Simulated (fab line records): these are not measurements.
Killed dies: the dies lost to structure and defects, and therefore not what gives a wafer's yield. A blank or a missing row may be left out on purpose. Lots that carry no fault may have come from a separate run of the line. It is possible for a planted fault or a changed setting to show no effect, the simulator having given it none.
Comparing a struck lot with a sound one / flow berkeley cmos170 / 15 out of 331 route steps
Sound: wafers L749.2, L749.3, L749.5. Wafers struck: L746.1, L746.2, L746.3. The cause is given at the end.
Each step with rows lists, per side, the tool, then ch with its chambers, then its first start. Under that, the readings that differ: sound wafers / struck wafers / difference of the means / sigmas: that difference in standard deviations of wafers without a fault.
alike: readings with means less than 2 such deviations apart, plus words and numbers identical on both sides. not compared: withheld readings, readings lacking a value on some wafer, bounds such as >300 that could conceal the same value, and numbers that have no deviation in the record and whose values overlap.
Wherever a step has rows on one side only, a row that says differs or no value, or a row with sigmas, the two part there. When numbers do not overlap yet have no deviation, they are printed without sigmas and do not part them. Lack of a reading on every wafer of one side parts them only where that side has two or more wafers.

UCB170_NVT_TW_MEAS_09:
  sound on film metro-04, day 9 18:03; struck on film metro-04, day 9 17:58
  alike: NVT_TW
then, 7 steps without rows for these wafers: UCB170_NVT_CLEAN_10 (cleans in SPM, time 600 s); UCB170_PVT_HMDS_00 (prime time 60 s); UCB170_PVT_COAT_01 (resist thk 900 nm); UCB170_PVT_SOFTBAKE_02 (time 60 s); UCB170_PVT_EXPOSE_03 (exposes mask NWELL, target cd 3000 nm); UCB170_PVT_PEB_04; UCB170_PVT_DEVELOP_05 (develop time 45 s).
UCB170_PVT_OVL_MEAS_06:
  sound on overlay-01, day 9 20:06; struck on overlay-02, day 9 19:49
  alike: PVT_OVL
following that, these wafers have no rows for 1 step: UCB170_PVT_IMPLANT_07.
UCB170_PVT_STRIP_08: strips in O2.
  sound on plasma asher-01 ch 0,1, day 9 20:17; struck on plasma asher-03 ch 0,1, day 9 20:00
reading=drypump motor current A (A); sound=5.2 5.2 5.8; struck=6.8 6.3 6.3; difference=+1.1; sigmas=+2
  alike: oes product au, strip time to endpoint s
  not compared: rf hours counter h
UCB170_PVT_TW_MEAS_09:
  sound on film metro-02, day 9 20:23; struck on film metro-02, day 9 20:06
  alike: PVT_TW
UCB170_GATE_WET_ETCH_00: etches SiO2 in dHF, time 200 s.
  sound on wet bench-03 ch 1, day 9 20:26; struck on wet bench-04 ch 2, day 9 20:10
  no value came back on the struck wafers for bath heat duty pct (%), run length s (s); on the sound wafers bath heat duty pct (%) reads 6.4 5.6 5.3
reading=model.SiO2_of_SCREENOX_OXIDATION_01.thk nm (nm); sound=0 0 0; struck=14.6 14.67 14.45; difference=+14.6; sigmas=
UCB170_FIELD_THK_MEAS_91:
  sound on film metro-01, day 9 20:31; struck on film metro-01, day 9 20:13
reading=FIELD_OXIDE_LEFT_2_THK (nm); sound=365 366 363; struck=392 400 397; difference=+32; sigmas=+3
then, 1 step without rows for these wafers: UCB170_GATE_OXIDATION_01 (target thk 6.6 nm, ox time 1800 s).

== WHERE THEY PART ==
First at UCB170_PVT_STRIP_08; last, within this record, at UCB170_FIELD_THK_MEAS_91.

WHY: what the simulator had put in
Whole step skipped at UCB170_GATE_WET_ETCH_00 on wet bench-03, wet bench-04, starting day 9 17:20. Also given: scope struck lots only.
